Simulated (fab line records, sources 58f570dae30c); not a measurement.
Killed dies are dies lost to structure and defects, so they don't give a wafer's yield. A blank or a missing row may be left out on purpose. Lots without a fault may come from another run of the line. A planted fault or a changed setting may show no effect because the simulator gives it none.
fab line records | flow berkeley_cmos170
record lots=5 wafers=23
route steps=331 shown M3@322
start_h: hours from the record's first day to the start of the lot's first wafer shown | wait_h: hours since the lot's step before | " the same as in the row above | L1.1+2: a row that stands for several wafers | - no value, or no start given | * or withheld: withheld | < > ~ a bound
route shown NAME@n: a module of which the file shows steps, and the number in the route of the first | usual: mean/standard deviation of fault-free wafers | same: alike in all rows | chamber/n: place in a boat | sites: the reading at each site | _std_site: their standard deviation | _edge_site: outer sites' mean less inner sites' | radius_mm: how far each site lies from the wafer's centre | mask NAME#n: copy n | behind: the tool/chamber that last shaped the wafer | hold: why the lot was held/for how many hours/how that ended | device: the transistor (n, p or np) that didn't switch | end of line: the same wafers' tests at the end of the route | a step without rows: its recipe alone | killed: dies lost to structure and defects at the first sort, not the wafer's yield | map: a wafer's dies, x killed, . not, _ none there
set.NAME: the setting as run; set.NAME@STEP: as run at that earlier step | model.NAME: the simulator's own value behind a step, which no gauge read
lots whose settings were changed on purpose; a table a step, a row a wafer
## steps
# step UCB170_M3_PEB_13
# recipe peb_temp_c=130 peb_time_s=withheld resist=KrF
# columns lot.wafer tool chamber start_h wait_h set.peb_temp_c
L074.1+2+4 litho_track-04 0 157.72 0.6 132.2
L074.3+6 " 0 " " 130
L076.1+2+6 litho_track-04 0 175.41 0.3 130
L076.3+5 " 0 " " 131.6
L075.1+2+3 litho_track-03 0 176.09 0.1 127.1
L075.5+6 " 0 " " 130
L079.1+5 litho_track-01 0 193.94 1.0 126.5
L079.2+3+6 " 0 " " 130
L084.2+3+5 litho_track-04 0 210.21 0.5 130
# step UCB170_M3_DEVELOP_14
# recipe developer=TMAH develop_time_s=45 resist=KrF dev_temp_c=21
# step UCB170_M3_CD_MEAS_15
# recipe target_cd_nm=700
# usual cd_nm=700.2/1.3
# columns lot.wafer tool chamber start_h wait_h set.peb_temp_c@M3_PEB_13 cd_nm
L074.1 cd_sem-02 - 157.99 - 132.2 688.3
L074.2 " - " " 132.2 686.6
L074.3 " - " " 130 700.9
L074.4 " - " " 132.2 687.9
L074.6 " - " " 130 700.4
L076.1 cd_sem-01 - 175.69 - 130 702.3
L076.2 " - " " 130 700.3
L076.3 " - " " 131.6 689.2
L076.5 " - " " 131.6 689.5
L076.6 " - " " 130 700.4
L075.1 cd_sem-01 - 176.41 - 127.1 719.2
L075.2 " - " " 127.1 721.5
L075.3 " - " " 127.1 721.3
L075.5 " - " " 130 697.3
L075.6 " - " " 130 698.3
L079.1 cd_sem-02 - 194.21 - 126.5 726.7
L079.2 " - " " 130 699.0
L079.3 " - " " 130 699.7
L079.5 " - " " 126.5 724.2
L079.6 " - " " 130 699.9
L084.2 cd_sem-01 - 210.48 - 130 699.4
L084.3 " - " " 130 699.0
L084.5 " - " " 130 699.6
# step UCB170_M3_ETCH_17
# recipe chemistry=N2/H2 target_depth_a=withheld overetch_a=withheld target=BARC time_s=withheld source_w=500 bias_w=100 pressure_mtorr=30 n2_flow_sccm=100 h2_flow_sccm=200
# columns lot.wafer tool chamber start_h wait_h set.peb_temp_c@M3_PEB_13 model.M3.cd_nm
L074.1+4 rie_diel-04 1,0 158.15 0.0 132.2 687.6
L074.2 " 3 " " 132.2 686.3
L074.3 " 2 " " 130 700.2
L074.6 " 1 " " 130 700.3
L076.1 rie_diel-04 0 175.84 0.0 130 701.3
L076.2 " 2 " " 130 699
L076.3 " 3 " " 131.6 688.7
L076.5 " 2 " " 131.6 688.9
L076.6 " 3 " " 130 699.9
L075.1 rie_diel-02 1 176.57 0.0 127.1 719.9
L075.2 " 2 " " 127.1 721.8
L075.3 " 3 " " 127.1 721
L075.5 " 0 " " 130 697.4
L075.6 " 3 " " 130 698.6
L079.1 rie_diel-01 2 194.37 0.0 126.5 728.4
L079.2 " 0 " " 130 699
L079.3 " 1 " " 130 699.5
L079.5 " 1 " " 126.5 725.2
L079.6 " 2 " " 130 700.6
L084.2 rie_diel-04 0 210.62 0.0 130 698.9
L084.3 " 1 " " 130 698.4
L084.5 " 0 " " 130 698.8
# step UCB170_M3_METAL_ETCH_18
# recipe chemistry=Cl2/BCl3 target=Al stop_on=SiO2 pressure_mtorr=12 target_depth_a=11700 over_etch_frac=0.3 time_s=195 icp_w=600 bias_w=120 Cl2_flow_sccm=90 bcl3_flow_sccm=45
# columns lot.wafer tool chamber start_h wait_h set.resist_thk_nm@M3_COAT_10 set.peb_temp_c@M3_PEB_13 model.KrF_of_M3_COAT_10.thk_nm model.M3.cd_nm
L074.1 rie_metal-02 0 158.19 - 900 132.2 201.2 686.4
L074.2 " 0 " " 885 132.2 193.6 684.8
L074.3 " 0 " " 900 130 200.8 698
L074.4 " 0 " " 885 132.2 189.7 684.7
L074.6 " 0 " " 900 130 208.9 699.6
L076.1 rie_metal-01 0 175.88 - 920.1 130 239.4 706.4
L076.2 " 1 " " 900 130 224 697.3
L076.3 " 1 " " 900 131.6 225.7 686.6
L076.5 " 0 " " 900 131.6 224.6 690.6
L076.6 " 1 " " 920.1 130 249.5 700.8
L075.1 rie_metal-02 0 176.61 - 856.8 127.1 147.1 718
L075.2 " 0 " " 900 127.1 194.9 722
L075.3 " 0 " " 900 127.1 189.2 720.8
L075.5 " 0 " " 856.8 130 150.9 696.9
L075.6 " 0 " " 856.8 130 146.8 695.5
L079.1 rie_metal-03 1 194.41 - 900 126.5 198.2 727.8
L079.2 " 0 " " 900 130 199.7 696.5
L079.3 " 1 " " 873.5 130 170.1 699.4
L079.5 " 1 " " 873.5 126.5 171 722.5
L079.6 " 0 " " 900 130 201.9 701.7
L084.2 rie_metal-01 1 210.66 - 900 130 212.6 699.2
L084.3 " 1 " " 900 130 211 697
L084.5 " 1 " " 900 130 215.6 701.4
# step UCB170_M3_STRIP_19
# recipe chemistry=O2 power_w=400 pressure_mtorr=3500 platen_temp_c=withheld o2_flow_sccm=400 overash_fraction=0.5
# usual oes_product_au=0.536/0.011
# columns lot.wafer tool chamber start_h wait_h set.resist_thk_nm@M3_COAT_10 oes_product_au
L074.1 plasma_asher-02 1 158.57 0.3 900 0.538
L074.2 " 0 " " 885 0.523
L074.3 " 0 " " 900 0.534
L074.4 " 1 " " 885 0.520
L074.6 " 0 " " 900 0.540
L076.1 plasma_asher-03 0 176.07 0.1 920.1 0.573
L076.2 " 1 " " 900 0.550
L076.3 " 0 " " 900 0.561
L076.5 " 0 " " 900 0.564
L076.6 " 1 " " 920.1 0.581
L075.1 plasma_asher-01 0 176.99 0.3 856.8 0.479
L075.2 " 1 " " 900 0.529
L075.3 " 1 " " 900 0.519
L075.5 " 0 " " 856.8 0.487
L075.6 " 1 " " 856.8 0.475
L079.1 plasma_asher-01 1 194.60 0.1 900 0.531
L079.2 " 0 " " 900 0.526
L079.3 " 1 " " 873.5 0.495
L079.5 " 0 " " 873.5 0.492
L079.6 " 1 " " 900 0.532
L084.2 plasma_asher-03 0 210.85 0.1 900 0.548
L084.3 " 1 " " 900 0.534
L084.5 " 0 " " 900 0.554
# step UCB170_M3_CD_MEAS_90
# recipe target_cd_nm=700
# usual cd_nm=699.8/2.8
# columns lot.wafer tool chamber start_h wait_h set.peb_temp_c@M3_PEB_13 cd_nm
L074.1 cd_sem-01 - 158.67 0.1 132.2 686.4
L074.2 " - " " 132.2 685.2
L074.3 " - " " 130 697.9
L074.4 " - " " 132.2 685.0
L074.6 " - " " 130 699.1
L076.1 cd_sem-01 - 176.17 0.1 130 706.3
L076.2 " - " " 130 697.1
L076.3 " - " " 131.6 686.3
L076.5 " - " " 131.6 690.8
L076.6 " - " " 130 700.4
L075.1 cd_sem-02 - 177.09 0.1 127.1 717.9
L075.2 " - " " 127.1 722.3
L075.3 " - " " 127.1 720.7
L075.5 " - " " 130 697.1
L075.6 " - " " 130 695.4
L079.1 cd_sem-02 - 194.72 0.1 126.5 727.6
L079.2 " - " " 130 696.4
L079.3 " - " " 130 699.2
L079.5 " - " " 126.5 722.4
L079.6 " - " " 130 701.6
L084.2 cd_sem-02 - 210.97 0.1 130 699.1
L084.3 " - " " 130 696.7
L084.5 " - " " 130 701.5
## key
split step=UCB170_M3_PEB_13 setting=peb_temp_c stated=130 by=wafer
response step=UCB170_M3_CD_MEAS_15 reading=cd_nm change=-9.47 per=1% r=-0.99
response step=UCB170_M3_ETCH_17 reading=model.M3.cd_nm change=-9.65 per=1% r=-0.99
response step=UCB170_M3_METAL_ETCH_18 reading=model.M3.cd_nm change=-9.76 per=1% r=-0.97
response step=UCB170_M3_CD_MEAS_90 reading=cd_nm change=-9.7 per=1% r=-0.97
split outside_this_file step=UCB170_M3_COAT_10 setting=resist_thk_nm
# split outside_this_file: this setting was split too, and the file shows its column; the key of that split is in another file
